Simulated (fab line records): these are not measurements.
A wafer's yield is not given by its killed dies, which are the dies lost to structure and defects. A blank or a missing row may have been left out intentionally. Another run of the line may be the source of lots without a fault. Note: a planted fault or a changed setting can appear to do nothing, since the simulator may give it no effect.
fab line records    flow rit_cmos
record lots=7  wafers=21  last_day=7
route steps=202 shown NWELL@34 PWELL@39 M1@202
lots with no fault: from the same line, run without faults
start_h: the number of hours between the record's first day and the start of the first shown wafer of the lot    wait_h: time in hours since the lot's previous step    " repeats the value in the row above    L1.1+2: a row that stands for several wafers    - value missing, or start not given    * or withheld: withheld    < > ~ a bound
route shown NAME@n: NAME is a module with steps in the file, n the number in the route of the first one    usual: mean/standard deviation taken from wafers without a fault    same: alike in all rows    chamber/n: place in a boat    sites: each site's reading    _std_site: their standard deviation    _edge_site: mean of outer sites minus mean of inner sites    radius_mm: how far each site lies from the wafer's centre    mask NAME#n: copy n    behind: the tool/chamber that last shaped the wafer    hold: the reason the lot was held/the length of the hold in hours/how it ended    device: names the non-switching transistor (n, p or np)    end of line: the route-end tests of the same wafers    for a step that has no rows: nothing shown but its recipe    killed: dies lost to structure and defects at the first sort, not the wafer's yield    map: a wafer's dies, marking killed ones x, the rest . and places with no die _
set.NAME: setting as actually run; set.NAME@STEP: the setting as run at that earlier step    model.NAME: the simulator's own value behind a step, which no gauge read
lots at selected steps of the route; one table per step, one row per wafer
services: from which hour (start_h, from the record's first day; less than 0 if before it) a tool's chamber was out of use, for how many hours, and why
## steps
# step RIT_NWELL_OVL_MEAS_06
# usual NWELL_OVL=0.2/1.5
lot.wafer  tool        chamber  start_h  wait_h  NWELL_OVL[nm]
L949.1     overlay-01  -        38.69    -       -1.3
L949.4     "           -        "        "       -2.2
L949.5     "           -        "        "       -0.6
L950.1     overlay-01  -        40.13    -       1.5
L950.2     "           -        "        "       1.8
L950.4     "           -        "        "       4.6
L960.1     overlay-01  -        85.90    -       2.1
L960.4     "           -        "        "       2.8
L960.6     "           -        "        "       1.0
L961.3     overlay-01  -        92.12    -       0.8
L961.4     "           -        "        "       2.0
L961.5     "           -        "        "       1.7
L965.1     overlay-01  -        111.34   -       -0.8
L965.4     "           -        "        "       0.6
L965.5     "           -        "        "       0.2
L967.2     overlay-02  -        122.64   -       1.5
L967.4     "           -        "        "       2.4
L967.5     "           -        "        "       -0.6
L969.1     overlay-01  -        131.82   -       1.9
L969.3     "           -        "        "       1.6
L969.5     "           -        "        "       0.0
# step RIT_NWELL_HARDBAKE_07
# recipe resist=NOVOLAK  temp_c=140  time_s=120
# step RIT_NWELL_IMPLANT_08
# recipe species=P  energy_kev=170  dose_cm2=5e+13  tilt_deg=7
# step RIT_NWELL_STRIP_09
# recipe chemistry=O2  time_s=180  resist=NOVOLAK  platen_temp_c=withheld  power_w=500  pressure_mtorr=4000  o2_flow_sccm=4000
# usual drypump_motor_current_A=6.0/0.38  rf_refl_power_W=6.5/1.2
lot.wafer  tool             chamber  start_h  wait_h  drypump_motor_current_A  rf_hours_counter_h  rf_refl_power_W
L949.1     plasma_asher-04  0        39.13    0.1     6.1                      39                  5.9
L949.4     "                0        "        "       6.0                      -                   6.0
L949.5     "                1        "        "       5.4                      -                   7.0
L950.1     plasma_asher-03  0        40.56    0.1     6.5                      37                  7.2
L950.2     "                1        "        "       5.6                      37                  5.0
L950.4     "                1        "        "       5.5                      -                   4.8
L960.1     plasma_asher-02  1        86.51    0.1     6.4                      30                  7.7
L960.4     "                0        "        "       6.1                      -                   5.1
L960.6     "                1        "        "       6.4                      -                   7.9
L961.3     plasma_asher-04  0        92.68    0.1     6.0                      -                   5.8
L961.4     "                1        "        "       5.4                      -                   7.4
L961.5     "                1        "        "       5.4                      -                   7.3
L965.1     plasma_asher-03  1        111.77   0.1     5.5                      45                  4.9
L965.4     "                1        "        "       5.5                      -                   4.9
L965.5     "                1        "        "       5.6                      -                   5.2
L967.2     plasma_asher-04  1        123.07   0.1     5.4                      1                   7.8
L967.4     "                0        "        "       6.1                      -                   6.1
L967.5     "                1        "        "       5.4                      -                   7.7
L969.1     plasma_asher-03  0        132.26   0.1     6.5                      48                  7.1
L969.3     "                1        "        "       5.6                      -                   5.0
L969.5     "                0        "        "       6.4                      -                   7.3
# step RIT_NWELL_TW_MEAS_10
# usual NWELL_TW=2146/14
lot.wafer  tool           chamber  start_h  wait_h  NWELL_TW
L949.1     film_metro-04  -        39.30    0.1     2160
L949.4     "              -        "        "       2172
L949.5     "              -        "        "       2170
L950.1     film_metro-01  -        40.74    0.1     2149
L950.2     "              -        "        "       2134
L950.4     "              -        "        "       2146
L960.1     film_metro-03  -        86.68    0.1     2150
L960.4     "              -        "        "       2139
L960.6     "              -        "        "       2134
L961.3     film_metro-04  -        92.81    0.1     2170
L961.4     "              -        "        "       2160
L961.5     "              -        "        "       2162
L965.1     film_metro-04  -        111.95   0.1     2162
L965.4     "              -        "        "       2155
L965.5     "              -        "        "       2167
L967.2     film_metro-01  -        123.26   0.1     2126
L967.4     "              -        "        "       2130
L967.5     "              -        "        "       2140
L969.1     film_metro-03  -        132.43   0.1     2136
L969.3     "              -        "        "       2138
L969.5     "              -        "        "       2132
# step RIT_PWELL_HMDS_00
# recipe prime_time_s=60  prime_temp_c=140
# step RIT_PWELL_COAT_01
# recipe resist=NOVOLAK  spin_rpm=2000  resist_thk_nm=1300
# step RIT_PWELL_SOFTBAKE_02
# recipe resist=NOVOLAK  temp_c=90  time_s=60
# step RIT_PWELL_EXPOSE_03
# recipe mask_id=M3  na=0.57  target_cd_nm=43700  dose_mj=250
# step RIT_PWELL_PEB_04
# recipe resist=NOVOLAK  temp_c=withheld  time_s=withheld
# step RIT_PWELL_DEVELOP_05
# recipe resist=NOVOLAK  develop_time_s=68  dev_temp_c=23
# step RIT_PWELL_OVL_MEAS_06
# usual PWELL_OVL=0.6/1.7
lot.wafer  tool        chamber  start_h  wait_h  PWELL_OVL[nm]
L949.1     overlay-02  -        40.24    -       -0.1
L949.4     "           -        "        "       -2.8
L949.5     "           -        "        "       -1.4
L950.1     overlay-01  -        41.68    -       -0.7
L950.2     "           -        "        "       -3.3
L950.4     "           -        "        "       -2.1
L960.1     overlay-01  -        87.75    -       3.8
L960.4     "           -        "        "       5.2
L960.6     "           -        "        "       3.7
L961.3     overlay-02  -        93.88    -       -2.0
L961.4     "           -        "        "       -1.3
L961.5     "           -        "        "       -0.6
L965.1     overlay-02  -        113.04   -       0.4
L965.4     "           -        "        "       -3.0
L965.5     "           -        "        "       0.5
L967.2     overlay-01  -        124.32   -       3.2
L967.4     "           -        "        "       1.0
L967.5     "           -        "        "       2.8
L969.1     overlay-01  -        133.50   -       3.5
L969.3     "           -        "        "       1.6
L969.5     "           -        "        "       0.0
# step RIT_PWELL_HARDBAKE_07
# recipe resist=NOVOLAK  temp_c=140  time_s=120
# usual heater_power_total_W=52.03/0.064  plate_temp_C=139.95/0.15
lot.wafer  tool            chamber  start_h  wait_h  heater_power_total_W  plate_temp_C  model.NOVOLAK_of_PWELL_COAT_01.thk_nm
L949.1     litho_track-03  0        40.28    0.0     51.95                 140.04        1133
L949.4     "               0        "        "       52.06                 139.76        1130
L949.5     "               0        "        "       52.10                 139.79        1134
L950.1     litho_track-04  0        41.72    0.0     52.02                 140.02        1131
L950.2     "               0        "        "       51.97                 139.85        1132
L950.4     "               0        "        "       52.07                 139.89        1135
L960.1     litho_track-02  0        87.78    0.0     50.17                 136.09        1148
L960.4     "               0        "        "       50.18                 136.08        1145
L960.6     "               0        "        "       50.28                 135.98        1140
L961.3     litho_track-02  0        93.99    0.1     50.13                 136.19        1144
L961.4     "               0        "        "       50.08                 136.26        1144
L961.5     "               0        "        "       50.18                 135.98        1146
L965.1     litho_track-02  0        113.08   0.0     50.26                 135.93        1143
L965.4     "               0        "        "       50.16                 136.00        1148
L965.5     "               0        "        "       50.28                 135.92        1149
L967.2     litho_track-03  0        124.39   0.1     52.00                 140.10        1135
L967.4     "               0        "        "       52.06                 140.17        1130
L967.5     "               0        "        "       51.98                 140.01        1133
L969.1     litho_track-03  0        133.53   0.0     52.13                 139.85        1145
L969.3     "               0        "        "       52.09                 139.97        1137
L969.5     "               0        "        "       52.00                 140.01        1143
# step RIT_PWELL_IMPLANT_08
# recipe species=B  energy_kev=170  dose_cm2=7e+13  tilt_deg=7
# step RIT_M1_PROBE_99
# usual killed_at_contacts=0.1/0.25  killed_at_front_end=8/3.3  killed_dies=8/3.3  killed_open=3.9/2.1  killed_short=3.8/2.2
# same gross_dies=264  killed_at_M0_to_M3=0  killed_at_M4_up=0  killed_at_back_side=0  killed_at_other=0
lot.wafer  tool       chamber  start_h  wait_h  killed_at_contacts  killed_at_front_end  killed_dies  killed_open  killed_short
L950.1     prober-01  -        79.46    0.1     0                   7                    7            2            5
L950.2     prober-01  -        79.51    0.1     0                   3                    3            1            1
L950.4     prober-01  -        79.61    0.2     0                   3                    3            3            0
L960.1     prober-01  -        123.53   0.1     0                   9                    9            6            3
L960.4     prober-01  -        123.68   0.2     0                   4                    4            3            1
L960.6     prober-01  -        123.78   0.2     1                   6                    7            5            2
L961.3     prober-02  -        129.52   0.2     0                   5                    5            2            3
L961.4     prober-02  -        129.57   0.2     0                   4                    4            3            1
L961.5     prober-02  -        129.62   0.2     0                   5                    5            4            1
L965.1     prober-02  -        149.34   0.1     0                   16                   16           7            9
L965.4     prober-02  -        149.49   0.2     0                   12                   12           6            6
L965.5     prober-02  -        149.54   0.2     1                   7                    8            3            5
L967.2     prober-02  -        158.85   0.1     0                   14                   14           8            6
L967.4     prober-02  -        158.95   0.2     0                   11                   11           4            7
L967.5     prober-02  -        159.00   0.2     0                   5                    5            2            3
# killed by level:class
L950.1 GATE:geometric_particle:open=2 SPACER:geometric_particle:short=2 FOX2:geometric_particle:short=1 GATE:geometric_particle:short=1 REOX:geometric_particle:short=1
L950.2 FOX1:geometric_particle:open=1 GATE:geometric_particle:short=1 ACTIVE:coat_microbubble_printed=1
L950.4 GATE:geometric_particle:open=1 REOX:geometric_particle:open=1 SPACER:geometric_particle:open=1
L960.1 GATE:geometric_particle:open=3 FOX1:geometric_particle:short=1 FOX1:geometric_particle:open=1 REOX:geometric_particle:short=1 REOX:geometric_particle:open=1 SILICIDE:geometric_particle:short=1 SILICIDE:geometric_particle:open=1
L960.4 REOX:geometric_particle:open=2 REOX:geometric_particle:short=1 SILICIDE:geometric_particle:open=1
L960.6 SILICIDE:geometric_particle:open=2 GATE:geometric_particle:open=1 REOX:geometric_particle:open=1 SPACER:geometric_particle:open=1 SILICIDE:geometric_particle:short=1 CONTACT:geometric_particle:short=1
L961.3 GATE:geometric_particle:short=3 FOX1:geometric_particle:open=1 GATE:geometric_particle:open=1
L961.4 GATE:geometric_particle:open=2 FOX2:geometric_particle:short=1 SPACER:geometric_particle:open=1
L961.5 GATE:geometric_particle:open=2 FOX2:geometric_particle:open=1 FOX2:geometric_particle:short=1 REOX:geometric_particle:open=1
L965.1 SILICIDE:geometric_particle:short=3 FOX1:geometric_particle:open=2 FOX1:geometric_particle:short=2 GATE:geometric_particle:open=2 GATE:geometric_particle:short=2 SPACER:geometric_particle:short=2 REOX:geometric_particle:open=1 SPACER:geometric_particle:open=1
L965.4 GATE:geometric_particle:open=3 GATE:geometric_particle:short=2 SILICIDE:geometric_particle:open=2 SILICIDE:geometric_particle:short=2 REOX:geometric_particle:open=1 REOX:geometric_particle:short=1 SPACER:geometric_particle:short=1
L965.5 SILICIDE:geometric_particle:short=3 SILICIDE:geometric_particle:open=2 GATE:geometric_particle:open=1 SPACER:geometric_particle:short=1 CONTACT:geometric_particle:short=1
L967.2 FOX1:geometric_particle:open=3 GATE:geometric_particle:open=3 FOX1:geometric_particle:short=2 GATE:geometric_particle:short=2 REOX:geometric_particle:open=1 REOX:geometric_particle:short=1 SILICIDE:geometric_particle:short=1 SILICIDE:geometric_particle:open=1
L967.4 SILICIDE:geometric_particle:short=3 SILICIDE:geometric_particle:open=3 SPACER:geometric_particle:short=2 FOX1:geometric_particle:short=1 GATE:geometric_particle:short=1 SPACER:geometric_particle:open=1
L967.5 FOX1:geometric_particle:open=2 GATE:geometric_particle:short=2 SILICIDE:geometric_particle:short=1
## services
tool             chamber  start_h  hours  kind
plasma_asher-04  -        20.89    2.8    pm
plasma_asher-03  -        99.70    4.1    repair
plasma_asher-04  -        108.75   9.0    pm
plasma_asher-04  0        108.75   9.0    vent_cycle
plasma_asher-04  1        108.75   9.0    vent_cycle
plasma_asher-04  0        117.75   -      clean
plasma_asher-04  1        117.75   -      clean
## key
first_sign step=RIT_PWELL_HARDBAKE_07  reading=heater_power_total_W  direction=down  sigmas=29  usual=52.03  struck=50.19
effect step=RIT_PWELL_HARDBAKE_07  reading=plate_temp_C  direction=down  sigmas=26  usual=*  struck=*
model_effect step=RIT_PWELL_HARDBAKE_07  value=NOVOLAK_of_PWELL_COAT_01.thk_nm  without=1138  struck=1145
met_at RIT_PWELL_HARDBAKE_07
struck_wafers L960.1,L960.4,L960.6,L961.3,L961.4,L961.5,L965.1,L965.4,L965.5
tester_left_out L960,L961,L965
fault kind=process_parameter_drift  tool=litho_track-02  chamber=-  onset_h=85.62  steps=RIT_PWELL_HARDBAKE_07  channel=temp_c  offset=*  shape=step  end_h=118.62  acts_in=*  stated=*
# tester_left_out: of these lots the tester's yield and bins aren't shown, on N5 and GAA mostly nor the transistor test; their killed dies are dies lost to structure and defects alone, not to doping, threshold or leakage, so they don't give the yield
